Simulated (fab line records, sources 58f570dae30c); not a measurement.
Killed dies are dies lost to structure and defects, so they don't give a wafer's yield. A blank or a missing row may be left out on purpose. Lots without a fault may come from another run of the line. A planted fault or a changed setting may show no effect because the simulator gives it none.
One fault seen from 2 desks | flow berkeley_cmos170 | each desk has only its own numbers; what lay behind them comes last

THE METROLOGY DESK
What the gauges read, lot by lot, whatever tool the lot ran on: means of the sampled wafers that have a number. A lot is out of limits, marked OUT, if its mean lies more than 4 standard deviations from the usual mean; the brackets give that distance.
Columns: A = NVT_OVL at UCB170_NVT_OVL_MEAS_06, usual -2 nm; B = cd_nm at UCB170_GATE_CD_MEAS_90, usual 350.0 nm; C = cd_nm at UCB170_NLDD_CD_MEAS_06, usual 1200.1 nm
lot  | first seen here | A  | B     | C
L581 | day 6 13:22     | 0  | 351.8 | 1200.3
L580 | day 6 14:11     | 2  | 351.4 | 1201.3
L584 | day 7 06:33     | -4 | 351.0 | 1199.2
L583 | day 7 06:47     | -1 | 347.8 | 1199.9
L586 | day 7 19:31     | -5 | 348.8 | 1202.3
L588 | day 7 19:43     | -5 | 349.9 | 1199.1
L585 | day 7 19:52     | 9  | 349.3 | 1199.4
L591 | day 9 03:29     | -6 | 349.3 | 1200.1
L594 | day 9 03:37     | 3  | 350.8 | 1202.2
L592 | day 9 03:38     | 3  | 350.8 | 1201.5
L599 | day 10 10:13    | -2 | 348.9 | 1197.3
L598 | day 10 10:29    | 1  | 349.0 | 1202.0
L600 | day 10 20:52    | -6 | 349.9 | 1202.0
L602 | day 11 02:30    | 2  | 349.4 | 1198.2
This desk's finding: nothing out of limits on any of the 14 lots.

THE TOOL OWNER'S DESK: litho_track-02
The tool's own readings at UCB170_PLDD_DEVELOP_05 (develop time 45 s): means of the sampled wafers that have a number, for each lot that ran on this tool. A lot is out of limits, marked OUT, if its mean lies more than 4 standard deviations from the usual mean; the brackets give that distance.
Columns: A = developer_temp_C at UCB170_PLDD_DEVELOP_05, usual 21.02 C
lot  | first seen here | A
L580 | day 7 10:00     | 21.01
L584 | day 7 22:00     | 20.98
L585 | day 8 14:00     | 21.08
L591 | day 9 23:00     | 20.18 (-8.4) OUT
L592 | day 10 00:00    | 20.18 (-8.4) OUT
This desk's finding: out of limits on L591, L592; first on L591, day 9 23:00 (developer_temp_C at UCB170_PLDD_DEVELOP_05). In limits: L580, L584, L585.

PUT TOGETHER
The tool owner's desk could have raised an alarm at day 9 23:00, on L591, L592.
The metrology desk saw nothing out of limits.
The metrology desk has L591, L592 on record, within its limits.
Of the lots named, all ran UCB170_PLDD_DEVELOP_05 on litho_track-02.

WHAT THE SIMULATOR HAD PUT IN
Process parameter drift: litho_track-02, from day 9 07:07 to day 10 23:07, at UCB170_PLDD_DEVELOP_05. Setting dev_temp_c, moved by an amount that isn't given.
Lots struck among those shown: L591, L592.
Hours from the fault's start to each desk's first reading out of limits: the tool owner's desk, 16.
